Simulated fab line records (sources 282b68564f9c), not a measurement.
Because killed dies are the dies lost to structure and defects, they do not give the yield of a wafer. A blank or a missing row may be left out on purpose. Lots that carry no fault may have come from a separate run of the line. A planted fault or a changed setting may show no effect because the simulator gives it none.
fab line records	flow rit_cmos
record lots=5	wafers=23
route steps=202 shown ACTIVE@7 FOX1@20 NWELL@36 PWELL@40 WELLDRIVE@50 GATE@84
start_h: start of the lot's first displayed wafer, in hours after the record's first day	wait_h: hours elapsed since this lot's preceding step	" unchanged from the row above	L1.1+2: a row that stands for several wafers	- either no value or no given start	* or withheld: withheld	< > ~ a bound
route shown NAME@n: a module of which the file shows steps, and the number in the route of the first	usual: mean/standard deviation taken from wafers without a fault	same: alike in all rows	chamber/n: place in a boat	sites: each site's reading	_std_site: standard deviation of those values	_edge_site: outer sites' mean less inner sites'	radius_mm: how far each site lies from the wafer's centre	mask NAME#n: copy n	behind: the last tool/chamber to shape the wafer	hold: why the lot was held/for how many hours/how that ended	device: the transistor (n, p or np) that didn't switch	end of line: the tests these same wafers got at the end of their route	a step without rows: its recipe alone	killed: dies lost to structure and defects at the first sort, not the wafer's yield	map: the dies of a wafer, with x for killed, . for not killed, _ for no die there
set.NAME: the run value of the setting; set.NAME@STEP: its run value at that earlier step	model.NAME: the simulator's own value behind a step, which no gauge read
lots run with intentionally changed settings; tables by step, rows by wafer
## steps
# step RIT_ACTIVE_COAT_06
# recipe resist=NOVOLAK	spin_rpm=3250	resist_thk_nm=1000
lot.wafer	tool	chamber	start_h	wait_h	set.resist_thk_nm	model.NOVOLAK_of_ACTIVE_COAT_06.thk_nm
L074.1	litho_track-01	0	14.59	0.1	1000	999.9
L074.2	"	0	"	"	1000	1005
L074.4+5	"	0	"	"	1000	1002
L074.6	"	0	"	"	1000	1003
L076.1	litho_track-02	0	23.74	0.1	1000	996.6
L076.2	"	0	"	"	1000	997
L076.5	"	0	"	"	1000	994
L078.1	litho_track-03	0	33.74	0.1	1000	999
L078.2	"	0	"	"	1000	1002
L078.4	"	0	"	"	946	948
L078.5	"	0	"	"	946	944.5
L078.6	"	0	"	"	946	946.1
L083.1+4	litho_track-01	0	59.45	0.1	960.7	961.3
L083.2+6	"	0	"	"	1000	1001
L083.3	"	0	"	"	960.7	959.5
L084.1	litho_track-01	0	64.55	0.1	1000	1000
L084.2+4	"	0	"	"	1000	1002
L084.3	"	0	"	"	1000	997.8
L084.5	"	0	"	"	1000	998.8
# step RIT_ACTIVE_DEVELOP_10
# recipe resist=NOVOLAK	develop_time_s=50	dev_temp_c=23
lot.wafer	tool	chamber	start_h	wait_h	set.develop_time_s
L074.1+5+6	litho_track-02	0	-	-	50
L074.2+4	"	0	"	"	47.89
L076.1+2+5	litho_track-01	0	-	-	50
L078.1+2+4+5+6	litho_track-01	0	-	-	50
L083.1+3+6	litho_track-03	0	-	-	50
L083.2+4	"	0	"	"	43.56
L084.1+3+4	litho_track-03	0	-	-	50
L084.2+5	"	0	"	"	47.57
# step RIT_ACTIVE_CD_MEAS_11
# recipe target_cd_nm=1400
# usual cd_nm=1399.7/2.3
lot.wafer	tool	chamber	start_h	wait_h	set.develop_time_s@ACTIVE_DEVELOP_10	cd_nm
L074.1	cd_sem-02	-	15.42	-	50	1401.0
L074.2	"	-	"	"	47.89	1404.6
L074.4	"	-	"	"	47.89	1405.2
L074.5	"	-	"	"	50	1399.7
L074.6	"	-	"	"	50	1401.7
L076.1	cd_sem-02	-	24.56	-	50	1401.9
L076.2	"	-	"	"	50	1399.1
L076.5	"	-	"	"	50	1400.9
L078.1	cd_sem-02	-	34.56	-	50	1406.3
L078.2	"	-	"	"	50	1402.5
L078.4	"	-	"	"	50	1400.4
L078.5	"	-	"	"	50	1398.2
L078.6	"	-	"	"	50	1400.3
L083.1	cd_sem-02	-	60.15	-	50	1397.6
L083.2	"	-	"	"	43.56	1417.2
L083.3	"	-	"	"	50	1397.8
L083.4	"	-	"	"	43.56	1411.7
L083.6	"	-	"	"	50	1401.5
L084.1	cd_sem-01	-	65.38	-	50	1400.7
L084.2	"	-	"	"	47.57	1403.1
L084.3	"	-	"	"	50	1398.0
L084.4	"	-	"	"	50	1400.4
L084.5	"	-	"	"	47.57	1404.2
# step RIT_ACTIVE_HARDBAKE_12
# recipe resist=NOVOLAK	temp_c=140	time_s=60
lot.wafer	tool	chamber	start_h	wait_h	set.resist_thk_nm@ACTIVE_COAT_06	model.NOVOLAK_of_ACTIVE_COAT_06.thk_nm
L074.1	litho_track-01	0	15.54	0.1	1000	883.6
L074.2	"	0	"	"	1000	887.9
L074.4	"	0	"	"	1000	885.4
L074.5	"	0	"	"	1000	885.7
L074.6	"	0	"	"	1000	886.3
L076.1	litho_track-03	0	24.77	0.2	1000	880.8
L076.2	"	0	"	"	1000	881.1
L076.5	"	0	"	"	1000	878.5
L078.1	litho_track-01	0	34.68	0.1	1000	882.9
L078.2	"	0	"	"	1000	885.8
L078.4	"	0	"	"	946	838.3
L078.5	"	0	"	"	946	835.1
L078.6	"	0	"	"	946	836.6
L083.1+4	litho_track-02	0	60.27	0.1	960.7	849.9
L083.2	"	0	"	"	1000	884.7
L083.3	"	0	"	"	960.7	848.4
L083.6	"	0	"	"	1000	884.3
L084.1	litho_track-01	0	65.50	0.1	1000	883.9
L084.2	"	0	"	"	1000	886
L084.3	"	0	"	"	1000	881.8
L084.4	"	0	"	"	1000	885.9
L084.5	"	0	"	"	1000	882.8
# step RIT_ACTIVE_ETCH_13
# recipe stop_on=SiO2	chemistry=SF6	target=Si3N4	time_s=210	over_etch_frac=0.4	SF6_flow_sccm=200	pressure_mtorr=260	rf_w=125	target_depth_a=2100
lot.wafer	tool	chamber	start_h	wait_h	set.resist_thk_nm@ACTIVE_COAT_06	set.develop_time_s@ACTIVE_DEVELOP_10	model.NOVOLAK_of_ACTIVE_COAT_06.thk_nm	model.ACTIVE.cd_nm
L074.1	rie_diel-04	1	15.69	0.1	1000	50	654.1	1401
L074.2	"	3	"	"	1000	47.89	659.3	1404
L074.4	"	0	"	"	1000	47.89	652.9	1405
L074.5	"	1	"	"	1000	50	655.9	1400
L074.6	"	2	"	"	1000	50	659.6	1402
L076.1	rie_diel-03	1	24.92	0.1	1000	50	649.9	1402
L076.2	"	2	"	"	1000	50	652.7	1399
L076.5	"	2	"	"	1000	50	650	1401
L078.1	rie_diel-01	0	34.83	0.1	1000	50	653.8	1406
L078.2	"	3	"	"	1000	50	661	1402
L078.4	"	1	"	"	946	50	613.8	1401
L078.5	"	3	"	"	946	50	610.9	1398
L078.6	"	0	"	"	946	50	608	1400
L083.1	rie_diel-04	0	60.42	0.1	960.7	50	617.6	1397
L083.2	"	2	"	"	1000	43.56	658.3	1418
L083.3	"	1	"	"	960.7	50	620.4	1398
L083.4	"	3	"	"	960.7	43.56	621	1412
L083.6	"	0	"	"	1000	50	654.1	1402
L084.1	rie_diel-01	0	65.65	0.1	1000	50	651.5	-
L084.2	"	2	"	"	1000	47.57	656.6	1403
L084.3	"	3	"	"	1000	50	653.1	1398
L084.4	"	2	"	"	1000	50	656.9	1400
L084.5	"	3	"	"	1000	47.57	655	1405
# step RIT_ACTIVE_STRIP_14
# recipe chemistry=O2	time_s=180	resist=NOVOLAK	platen_temp_c=withheld	power_w=500	pressure_mtorr=4000	o2_flow_sccm=4000
# step RIT_ACTIVE_CD_MEAS_90
# recipe target_cd_nm=1400
# usual cd_nm=1399.7/2.2
lot.wafer	tool	chamber	start_h	wait_h	set.develop_time_s@ACTIVE_DEVELOP_10	cd_nm
L074.1	cd_sem-01	-	16.00	0.1	50	1401.1
L074.2	"	-	"	"	47.89	1404.5
L074.4	"	-	"	"	47.89	1405.7
L074.5	"	-	"	"	50	1400.2
L074.6	"	-	"	"	50	1401.5
L076.1	cd_sem-01	-	25.23	0.1	50	1402.1
L076.2	"	-	"	"	50	1399.2
L076.5	"	-	"	"	50	1400.3
L078.1	cd_sem-01	-	35.14	0.1	50	1406.3
L078.2	"	-	"	"	50	1402.5
L078.4	"	-	"	"	50	1400.4
L078.5	"	-	"	"	50	1397.8
L078.6	"	-	"	"	50	1400.5
L083.1	cd_sem-01	-	60.73	0.1	50	1397.1
L083.2	"	-	"	"	43.56	1417.5
L083.3	"	-	"	"	50	1397.6
L083.4	"	-	"	"	43.56	1411.7
L083.6	"	-	"	"	50	1402.0
L084.1	cd_sem-01	-	65.96	0.1	50	1400.6
L084.2	"	-	"	"	47.57	1402.7
L084.3	"	-	"	"	50	1397.8
L084.4	"	-	"	"	50	1400.0
L084.5	"	-	"	"	47.57	1404.8
# step RIT_FOX1_OXIDATION_00
# recipe temp_c=1100	ambient=H2O	target_thk_a=3507	p_h2o_torr=720	ox_time_s=1130
lot.wafer	tool	chamber	start_h	wait_h	set.temp_c	model.SiO2_of_FOX1_OXIDATION_00.thk_nm
L074.1	-	-	-	0.8	1091	336.2
L074.2	"	-	"	"	1091	332.6
L074.4	"	-	"	"	1091	327.4
L074.5	"	-	"	"	1091	332.9
L074.6	"	-	"	"	1091	330.8
L076.1	furnace-01	0	26.05	0.3	1100	341.8
L076.2	"	0	"	"	1100	348.5
L076.5	"	0	"	"	1100	340.2
L078.1	-	-	-	3.4	1129	396.5
L078.2	"	-	"	"	1129	393.5
L078.4	"	-	"	"	1129	394
L078.5	"	-	"	"	1129	396.6
L078.6	"	-	"	"	1129	382.4
L083.1	-	-	-	0.1	1081	326
L083.2	"	-	"	"	1081	324.1
L083.3	"	-	"	"	1081	323
L083.4	"	-	"	"	1081	322.2
L083.6	"	-	"	"	1081	324.7
L084.1	-	-	-	0.0	1100	368.2
L084.2	"	-	"	"	1100	361.2
L084.3	"	-	"	"	1100	363
L084.4	"	-	"	"	1100	365.8
L084.5	"	-	"	"	1100	362.8
# step RIT_FOX1_THK_MEAS_01
# recipe reads=SiO2_of_FOX1_OXIDATION_00
# usual FOX1_OXIDE_THK=349/7.2
lot.wafer	tool	chamber	start_h	wait_h	set.temp_c@FOX1_OXIDATION_00	FOX1_OXIDE_THK[nm]
L074.1	film_metro-03	-	-	-	1091	336
L074.2	"	-	"	"	1091	333
L074.4	"	-	"	"	1091	327
L074.5	"	-	"	"	1091	333
L074.6	"	-	"	"	1091	331
L076.1	film_metro-03	-	27.36	0.0	1100	342
L076.2	"	-	"	"	1100	349
L076.5	"	-	"	"	1100	340
L078.1	film_metro-03	-	-	-	1129	397
L078.2	"	-	"	"	1129	393
L078.4	"	-	"	"	1129	394
L078.5	"	-	"	"	1129	396
L078.6	"	-	"	"	1129	383
L083.1	film_metro-01	-	-	-	1081	326
L083.2	"	-	"	"	1081	324
L083.3	"	-	"	"	1081	323
L083.4	"	-	"	"	1081	322
L083.6	"	-	"	"	1081	325
L084.1	film_metro-03	-	-	-	1100	368
L084.2	"	-	"	"	1100	361
L084.3	"	-	"	"	1100	363
L084.4	"	-	"	"	1100	366
L084.5	"	-	"	"	1100	363
# step RIT_NWELL_IMPLANT_08
# recipe species=P	energy_kev=170	dose_cm2=5e+13	tilt_deg=7
lot.wafer	tool	chamber	start_h	wait_h	set.dose_cm2
L074.1+2+5	implanter-04	0	22.18	0.2	5.182e+13
L074.4+6	"	0	"	"	5e+13
L076.1+2+5	implanter-04	0	31.23	0.2	5e+13
L078.1+5+6	implanter-02	0	44.12	0.2	5e+13
L078.2+4	"	0	"	"	5.359e+13
L083.1+3	implanter-02	0	68.10	0.2	5e+13
L083.2+4+6	"	0	"	"	4.825e+13
L084.1+2	implanter-03	0	71.52	0.2	4.732e+13
L084.3+4+5	"	0	"	"	5e+13
# step RIT_NWELL_STRIP_09
# recipe chemistry=O2	time_s=180	resist=NOVOLAK	platen_temp_c=withheld	power_w=500	pressure_mtorr=4000	o2_flow_sccm=4000
# step RIT_NWELL_TW_MEAS_10
# usual NWELL_TW=2135/19
lot.wafer	tool	chamber	start_h	wait_h	set.dose_cm2@NWELL_IMPLANT_08	NWELL_TW
L074.1	film_metro-02	-	22.51	0.1	5.182e+13	2154
L074.2	"	-	"	"	5.182e+13	2160
L074.4	"	-	"	"	5e+13	2146
L074.5	"	-	"	"	5.182e+13	2176
L074.6	"	-	"	"	5e+13	2159
L076.1	film_metro-03	-	31.56	0.1	5e+13	2106
L076.2	"	-	"	"	5e+13	2100
L076.5	"	-	"	"	5e+13	2108
L078.1	film_metro-03	-	44.45	0.1	5e+13	2110
L078.2	"	-	"	"	5.359e+13	2151
L078.4	"	-	"	"	5.359e+13	2156
L078.5	"	-	"	"	5e+13	2113
L078.6	"	-	"	"	5e+13	2101
L083.1	film_metro-02	-	68.43	0.1	5e+13	2145
L083.2	"	-	"	"	4.825e+13	2117
L083.3	"	-	"	"	5e+13	2141
L083.4	"	-	"	"	4.825e+13	2116
L083.6	"	-	"	"	4.825e+13	2121
L084.1	film_metro-02	-	71.84	0.1	4.732e+13	2110
L084.2	"	-	"	"	4.732e+13	2108
L084.3	"	-	"	"	5e+13	2142
L084.4	"	-	"	"	5e+13	2146
L084.5	"	-	"	"	5e+13	2145
# step RIT_PWELL_COAT_01
# recipe resist=NOVOLAK	spin_rpm=2000	resist_thk_nm=1300
lot.wafer	tool	chamber	start_h	wait_h	set.spin_rpm	model.NOVOLAK_of_PWELL_COAT_01.thk_nm
L074.1+2	litho_track-03	0	22.78	0.1	1935	1325
L074.4	"	0	"	"	1935	1322
L074.5	"	0	"	"	2000	1303
L074.6	"	0	"	"	2000	1305
L076.1	litho_track-03	0	31.77	0.1	2000	1303
L076.2+5	"	0	"	"	2000	1305
L078.1	litho_track-04	0	44.66	0.1	2000	1299
L078.2	"	0	"	"	1938	1323
L078.4	"	0	"	"	2000	1307
L078.5+6	"	0	"	"	1938	1322
L083.1	litho_track-02	0	68.64	0.1	2117	1262
L083.2	"	0	"	"	2117	1266
L083.3	"	0	"	"	2000	1301
L083.4	"	0	"	"	2117	1265
L083.6	"	0	"	"	2000	1304
L084.1	litho_track-02	0	72.06	0.1	1914	1329
L084.2	"	0	"	"	1914	1328
L084.3	"	0	"	"	2000	1298
L084.4	"	0	"	"	1914	1332
L084.5	"	0	"	"	2000	1296
# step RIT_PWELL_SOFTBAKE_02
# recipe resist=NOVOLAK	temp_c=90	time_s=60
# step RIT_PWELL_EXPOSE_03
# recipe mask_id=M3	na=0.57	target_cd_nm=43700	dose_mj=250
# step RIT_PWELL_DEVELOP_05
# recipe resist=NOVOLAK	develop_time_s=68	dev_temp_c=23
# step RIT_PWELL_HARDBAKE_07
# recipe resist=NOVOLAK	temp_c=140	time_s=120
lot.wafer	tool	chamber	start_h	wait_h	set.spin_rpm@PWELL_COAT_01	model.NOVOLAK_of_PWELL_COAT_01.thk_nm
L074.1	litho_track-03	0	23.67	0.0	1935	1159
L074.2	"	0	"	"	1935	1158
L074.4	"	0	"	"	1935	1156
L074.5	"	0	"	"	2000	1139
L074.6	"	0	"	"	2000	1141
L076.1	litho_track-04	0	32.66	0.0	2000	1140
L076.2+5	"	0	"	"	2000	1141
L078.1	litho_track-03	0	45.66	0.0	2000	1136
L078.2+5	"	0	"	"	1938	1156
L078.4	"	0	"	"	2000	1143
L078.6	"	0	"	"	1938	1155
L083.1	litho_track-03	0	69.53	0.0	2117	1105
L083.2	"	0	"	"	2117	1108
L083.3	"	0	"	"	2000	1138
L083.4	"	0	"	"	2117	1107
L083.6	"	0	"	"	2000	1140
L084.1	litho_track-04	0	72.82	0.0	1914	1162
L084.2	"	0	"	"	1914	1161
L084.3	"	0	"	"	2000	1135
L084.4	"	0	"	"	1914	1164
L084.5	"	0	"	"	2000	1133
# step RIT_PWELL_IMPLANT_08
# recipe species=B	energy_kev=170	dose_cm2=7e+13	tilt_deg=7
lot.wafer	tool	chamber	start_h	wait_h	set.dose_cm2
L074.1+2+6	implanter-02	0	23.92	0.2	6.654e+13
L074.4+5	"	0	"	"	7e+13
L076.1+2+5	implanter-04	0	32.91	0.2	7e+13
L078.1+4+6	implanter-04	0	45.91	0.2	7.283e+13
L078.2+5	"	0	"	"	7e+13
L083.1+2+3+4+6	implanter-01	0	69.78	0.2	7e+13
L084.1+3	implanter-04	0	73.07	0.2	6.548e+13
L084.2+4+5	"	0	"	"	7e+13
# step RIT_PWELL_STRIP_09
# recipe chemistry=O2	time_s=180	resist=NOVOLAK	platen_temp_c=withheld	power_w=500	pressure_mtorr=4000	o2_flow_sccm=4000
# step RIT_WELLDRIVE_ANNEAL_00
# recipe temp_c=1100	time_s=14700	ambient=N2
# step RIT_WELLDRIVE_RS_MEAS_01
# recipe thk_meas_gauge=four-point-probe
# usual NWELL_RS=275.7/0.91
lot.wafer	tool	chamber	start_h	wait_h	set.dose_cm2@NWELL_IMPLANT_08	NWELL_RS[ohm/sq]
L074.1	film_metro-02	-	29.90	0.0	5.182e+13	269.6
L074.2	"	-	"	"	5.182e+13	270.1
L074.4	"	-	"	"	5e+13	275.3
L074.5	"	-	"	"	5.182e+13	269.1
L074.6	"	-	"	"	5e+13	275.5
L076.1	film_metro-03	-	39.11	0.0	5e+13	276.2
L076.2	"	-	"	"	5e+13	275.3
L076.5	"	-	"	"	5e+13	276.2
L078.1	film_metro-03	-	52.40	0.0	5e+13	275.1
L078.2	"	-	"	"	5.359e+13	264.8
L078.4	"	-	"	"	5.359e+13	263.7
L078.5	"	-	"	"	5e+13	275.9
L078.6	"	-	"	"	5e+13	274.9
L083.1	film_metro-02	-	77.77	0.0	5e+13	276.3
L083.2	"	-	"	"	4.825e+13	282.9
L083.3	"	-	"	"	5e+13	276.4
L083.4	"	-	"	"	4.825e+13	283.0
L083.6	"	-	"	"	4.825e+13	283.0
L084.1	film_metro-02	-	79.36	0.0	4.732e+13	284.4
L084.2	"	-	"	"	4.732e+13	285.2
L084.3	"	-	"	"	5e+13	276.4
L084.4	"	-	"	"	5e+13	275.3
L084.5	"	-	"	"	5e+13	276.0
# step RIT_WELLDRIVE_RS_MEAS_02
# recipe thk_meas_gauge=four-point-probe
# usual PWELL_RS=429.4/1
lot.wafer	tool	chamber	start_h	wait_h	set.dose_cm2@PWELL_IMPLANT_08	PWELL_RS[ohm/sq]
L074.1	film_metro-02	-	30.02	0.1	6.654e+13	443.5
L074.2	"	-	"	"	6.654e+13	442.2
L074.4	"	-	"	"	7e+13	428.2
L074.5	"	-	"	"	7e+13	428.0
L074.6	"	-	"	"	6.654e+13	442.0
L076.1	film_metro-03	-	39.23	0.1	7e+13	430.4
L076.2	"	-	"	"	7e+13	429.3
L076.5	"	-	"	"	7e+13	429.6
L078.1	film_metro-03	-	52.52	0.1	7.283e+13	419.4
L078.2	"	-	"	"	7e+13	428.6
L078.4	"	-	"	"	7.283e+13	418.8
L078.5	"	-	"	"	7e+13	429.7
L078.6	"	-	"	"	7.283e+13	420.4
L083.1	film_metro-02	-	77.89	0.1	7e+13	429.5
L083.2	"	-	"	"	7e+13	428.4
L083.3	"	-	"	"	7e+13	429.3
L083.4	"	-	"	"	7e+13	430.4
L083.6	"	-	"	"	7e+13	428.6
L084.1	film_metro-02	-	79.48	0.1	6.548e+13	448.8
L084.2	"	-	"	"	7e+13	427.5
L084.3	"	-	"	"	6.548e+13	447.3
L084.4	"	-	"	"	7e+13	428.9
L084.5	"	-	"	"	7e+13	428.6
# step RIT_GATE_CVD_08
# recipe material=poly-Si	target_thk_nm=250	temp_c=610	precursor=SiH4	time_s=2220	pressure_mtorr=300	sih4_flow_sccm=100
lot.wafer	tool	chamber	start_h	wait_h	set.sih4_flow_sccm	model.poly-Si_of_GATE_CVD_08.thk_nm
L074.1	-	-	-	1.4	95.37	236.8
L074.2	"	-	"	"	95.37	238
L074.4	"	-	"	"	95.37	237.1
L074.5	"	-	"	"	95.37	235.5
L074.6	"	-	"	"	95.37	237.8
L076.1	lpcvd-01	0	44.34	0.1	100	250.6
L076.2	"	0	"	"	100	250.9
L076.5	"	0	"	"	100	251.9
L078.1	-	-	-	0.1	107.1	268
L078.2+6	"	-	"	"	107.1	266.5
L078.4	"	-	"	"	107.1	268.2
L078.5	"	-	"	"	107.1	265.3
L083.1	-	-	-	0.1	100	254.9
L083.2	"	-	"	"	100	254.2
L083.3+4	"	-	"	"	100	252.3
L083.6	"	-	"	"	100	253.5
L084.1	-	-	-	0.1	100	252.8
L084.2	"	-	"	"	100	254.1
L084.3	"	-	"	"	100	252.9
L084.4	"	-	"	"	100	253.5
L084.5	"	-	"	"	100	253.7
# step RIT_GATE_THK_MEAS_09
# recipe reads=poly-Si_of_GATE_CVD_08
# usual GATE_POLY_THK=250.9/1.8
lot.wafer	tool	chamber	start_h	wait_h	set.sih4_flow_sccm@GATE_CVD_08	GATE_POLY_THK[nm]
L074.1	film_metro-03	-	-	-	95.37	236.7
L074.2	"	-	"	"	95.37	237.7
L074.4	"	-	"	"	95.37	236.9
L074.5	"	-	"	"	95.37	235.3
L074.6	"	-	"	"	95.37	237.8
L076.1	film_metro-01	-	45.96	0.0	100	250.6
L076.2	"	-	"	"	100	250.9
L076.5	"	-	"	"	100	252.0
L078.1	film_metro-03	-	-	-	107.1	267.9
L078.2	"	-	"	"	107.1	266.1
L078.4	"	-	"	"	107.1	268.1
L078.5	"	-	"	"	107.1	265.4
L078.6	"	-	"	"	107.1	266.6
L083.1	film_metro-04	-	-	-	100	255.0
L083.2	"	-	"	"	100	254.1
L083.3	"	-	"	"	100	252.2
L083.4	"	-	"	"	100	252.3
L083.6	"	-	"	"	100	253.5
L084.1	film_metro-01	-	-	-	100	253.0
L084.2	"	-	"	"	100	254.2
L084.3	"	-	"	"	100	253.0
L084.4	"	-	"	"	100	253.5
L084.5	"	-	"	"	100	253.9
# step RIT_GATE_ETCH_19
# recipe chemistry=SF6/CHF3/O2	time_s=165	SF6_flow_sccm=30	CHF3_flow_sccm=30	O2_flow_sccm=5	target=poly-Si	pressure_mtorr=40	rf_w=160	target_depth_a=3125	over_etch_frac=0.25	stop_on=SiO2
lot.wafer	tool	chamber	start_h	wait_h	set.rf_w	set.sih4_flow_sccm@GATE_CVD_08	model.NOVOLAK_of_GATE_COAT_11.thk_nm	model.GATE.feature_depth_nm	model.etch.depth_nm
L074.1	rie_si-02	0	43.82	0.1	160	95.37	666.4	236.8	236.8
L074.2	"	3	"	"	140.8	95.37	680	238	238
L074.4	"	2	"	"	160	95.37	669.3	237.1	237.1
L074.5	"	1	"	"	160	95.37	670.5	235.5	235.5
L074.6	"	0	"	"	140.8	95.37	677.7	237.8	237.8
L076.1	rie_si-02	2	47.30	0.1	160	100	666.3	250.6	250.6
L076.2	"	1	"	"	160	100	669.8	250.9	250.9
L076.5	"	1	"	"	160	100	668.2	251.9	251.9
L078.1	rie_si-02	1	61.93	0.1	160	107.1	668.1	268	268
L078.2	"	0	"	"	160	107.1	667.8	266.5	266.5
L078.4	"	3	"	"	160	107.1	667.1	268.2	268.2
L078.5	"	1	"	"	160	107.1	670.7	265.3	265.3
L078.6	"	0	"	"	160	107.1	669	266.5	266.5
L083.1	rie_si-02	1	86.04	0.1	178.7	100	658.8	255	254.9
L083.2	"	0	"	"	178.7	100	659	254.2	254.2
L083.3	"	3	"	"	160	100	668	252.3	252.3
L083.4	"	2	"	"	178.7	100	660.7	252.3	252.3
L083.6	"	2	"	"	160	100	672.1	253.5	253.5
L084.1	rie_si-02	2	88.94	0.1	160	100	676	252.8	252.8
L084.2	"	3	"	"	176.8	100	664.9	254.1	254.1
L084.3	"	1	"	"	176.8	100	664.7	252.9	252.9
L084.4	"	0	"	"	176.8	100	665.8	253.5	253.5
L084.5	"	2	"	"	160	100	674.6	253.7	253.7
## key
split step=RIT_ACTIVE_COAT_06	setting=resist_thk_nm	stated=1000	by=wafer
response step=RIT_ACTIVE_COAT_06	reading=model.NOVOLAK_of_ACTIVE_COAT_06.thk_nm	change=+10.1	per=1%	r=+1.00
response step=RIT_ACTIVE_HARDBAKE_12	reading=model.NOVOLAK_of_ACTIVE_COAT_06.thk_nm	change=+8.86	per=1%	r=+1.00
response step=RIT_ACTIVE_ETCH_13	reading=model.NOVOLAK_of_ACTIVE_COAT_06.thk_nm	change=+8.85	per=1%	r=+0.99
split step=RIT_ACTIVE_DEVELOP_10	setting=develop_time_s	stated=50	by=wafer
response step=RIT_ACTIVE_CD_MEAS_11	reading=cd_nm	change=-1.14	per=1%	r=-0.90
response step=RIT_ACTIVE_ETCH_13	reading=model.ACTIVE.cd_nm	change=-1.18	per=1%	r=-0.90
response step=RIT_ACTIVE_CD_MEAS_90	reading=cd_nm	change=-1.16	per=1%	r=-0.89
split step=RIT_FOX1_OXIDATION_00	setting=temp_c	stated=1100	by=lot
response step=RIT_FOX1_OXIDATION_00	reading=model.SiO2_of_FOX1_OXIDATION_00.thk_nm	change=+16.2	per=1%	r=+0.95
response step=RIT_FOX1_THK_MEAS_01	reading=FOX1_OXIDE_THK	change=+16.2	per=1%	r=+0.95
split step=RIT_NWELL_IMPLANT_08	setting=dose_cm2	stated=5e+13	by=wafer
response step=RIT_NWELL_TW_MEAS_10	reading=NWELL_TW	change=+6.08	per=1%	r=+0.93
response step=RIT_WELLDRIVE_RS_MEAS_01	reading=NWELL_RS	change=-1.62	per=1%	r=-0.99
split step=RIT_PWELL_COAT_01	setting=spin_rpm	stated=2000	by=wafer
response step=RIT_PWELL_COAT_01	reading=model.NOVOLAK_of_PWELL_COAT_01.thk_nm	change=-6.65	per=1%	r=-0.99
response step=RIT_PWELL_HARDBAKE_07	reading=model.NOVOLAK_of_PWELL_COAT_01.thk_nm	change=-5.73	per=1%	r=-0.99
split step=RIT_PWELL_IMPLANT_08	setting=dose_cm2	stated=7e+13	by=wafer
response step=RIT_WELLDRIVE_RS_MEAS_02	reading=PWELL_RS	change=-2.88	per=1%	r=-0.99
split step=RIT_GATE_CVD_08	setting=sih4_flow_sccm	stated=100	by=lot
response step=RIT_GATE_CVD_08	reading=model.poly-Si_of_GATE_CVD_08.thk_nm	change=+2.47	per=1%	r=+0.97
response step=RIT_GATE_THK_MEAS_09	reading=GATE_POLY_THK	change=+2.47	per=1%	r=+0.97
response step=RIT_GATE_ETCH_19	reading=model.GATE.feature_depth_nm	change=+2.47	per=1%	r=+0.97
response step=RIT_GATE_ETCH_19	reading=model.etch.depth_nm	change=+2.47	per=1%	r=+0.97
split step=RIT_GATE_ETCH_19	setting=rf_w	stated=160	by=wafer
response step=RIT_GATE_ETCH_19	reading=model.NOVOLAK_of_GATE_COAT_11.thk_nm	change=-0.897	per=1%	r=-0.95
